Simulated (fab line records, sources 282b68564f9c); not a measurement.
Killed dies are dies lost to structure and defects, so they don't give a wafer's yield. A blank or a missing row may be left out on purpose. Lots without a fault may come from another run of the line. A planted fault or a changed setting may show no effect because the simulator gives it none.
Which tool did it? | flow rit_cmos | 14 lots, 42 wafers sampled, at 2 steps of a route of 202

WHAT THE GAUGES READ, wafer by wafer
RIT_M1_RS_MEAS_01: measures by four-point-probe. Usual: M1_AL_RS 0.0737 ohm/sq, standard deviation 0.00093.
lot  | measured    | on            | M1_AL_RS (ohm/sq)                         | flag
L896 | day 3 08:13 | film_metro-03 | 0.0727 0.0744 0.0726                      |
L899 | day 3 20:04 | film_metro-01 | 0.0729 0.0719 0.0716                      |
L900 | day 4 00:32 | film_metro-02 | 0.0742 0.0733 0.0732                      |
L902 | day 4 11:23 | film_metro-02 | 0.0741 0.0741 0.0740                      |
L903 | day 4 17:23 | film_metro-03 | 0.0734 0.0731 0.0736                      |
L904 | day 4 20:32 | film_metro-02 | 0.0724 0.0737 0.0736                      |
L905 | day 5 01:39 | film_metro-03 | 0.0752 0.0746 0.0753                      |
L907 | day 5 18:37 | film_metro-01 | 0.0366 0.0362 0.0360 0.0366 0.0361 0.0361 | OFF
L908 | day 5 20:41 | film_metro-01 | 0.0733 0.0740 0.0745                      |
L910 | day 6 04:28 | film_metro-02 | 0.0741 0.0746 0.0746                      |
L912 | day 6 14:15 | film_metro-02 | 0.0728 0.0729 0.0727                      |
L914 | day 6 23:39 | film_metro-01 | 0.0361 0.0370 0.0362 0.0362 0.0369 0.0362 | OFF
L915 | day 7 05:19 | film_metro-01 | 0.0753 0.0761 0.0759                      |
L916 | day 7 08:21 | film_metro-01 | 0.0745 0.0730 0.0731                      |

WHICH TOOL RAN EACH LOT (tool, then ch and the chambers of the sampled wafers, then the start)
lot  | RIT_M1_SPUTTER_00
L896 | pvd_sputter-03, day 3 07:53
L899 | pvd_sputter-04, day 3 19:46
L900 | pvd_sputter-03, day 4 00:13
L902 | pvd_sputter-03, day 4 11:04
L903 | pvd_sputter-04, day 4 17:05
L904 | pvd_sputter-03, day 4 20:14
L905 | pvd_sputter-04, day 5 01:22
L907 | pvd_sputter-03, day 5 17:50
L908 | pvd_sputter-02, day 5 20:24
L910 | pvd_sputter-03, day 6 04:08
L912 | pvd_sputter-03, day 6 13:56
L914 | pvd_sputter-03, day 6 22:54
L915 | pvd_sputter-02, day 7 05:00
L916 | pvd_sputter-03, day 7 08:04
- RIT_M1_SPUTTER_00: material Al, target thk 400 nm, time 500 s.

WHAT THE TOOLS THEMSELVES READ (means of the sampled wafers that have a number; where no wafer has one, the mark that the record gives instead)
RIT_M1_SPUTTER_00. Usual: throttle_valve_pct 30.3 %, standard deviation 0.96.
lot  | tool           | throttle_valve_pct (%) | flag
L896 | pvd_sputter-03 | 30.9                   |
L899 | pvd_sputter-04 | 29.8                   |
L900 | pvd_sputter-03 | 31.2                   |
L902 | pvd_sputter-03 | 30.1                   |
L903 | pvd_sputter-04 | 30.3                   |
L904 | pvd_sputter-03 | 30.6                   |
L905 | pvd_sputter-04 | 30.0                   |
L907 | pvd_sputter-03 | 31.8                   |
L908 | pvd_sputter-02 | 29.4                   |
L910 | pvd_sputter-03 | 30.5                   |
L912 | pvd_sputter-03 | 30.3                   |
L914 | pvd_sputter-03 | 31.6                   |
L915 | pvd_sputter-02 | 30.2                   |
L916 | pvd_sputter-03 | 31.2                   |

THE ANSWER, worked out from the rows above alone
Rule: a lot is off if the mean of its wafers that have a number lies more than 3 standard deviations from the usual mean. A lot without any number at a reading at which 4 lots or more have one is off too. The other lots that the step has rows for count as sound. The gauges are gone through in route order, then the tools' own readings, and for those a lot's mean is taken as printed above. The first step at which some lot is off is used, and at that step the reading that is off furthest; a lot without a number counts as furthest.
Off: L907, L914, at RIT_M1_RS_MEAS_01 (M1_AL_RS).
A tool fits if, at a process step before that reading, it ran every lot that is off, and no sound lot after the first of them. The gauges at RIT_M1_RS_MEAS_01 are tried like those tools. None of those tried fits.

WHAT THE SIMULATOR HAD PUT IN
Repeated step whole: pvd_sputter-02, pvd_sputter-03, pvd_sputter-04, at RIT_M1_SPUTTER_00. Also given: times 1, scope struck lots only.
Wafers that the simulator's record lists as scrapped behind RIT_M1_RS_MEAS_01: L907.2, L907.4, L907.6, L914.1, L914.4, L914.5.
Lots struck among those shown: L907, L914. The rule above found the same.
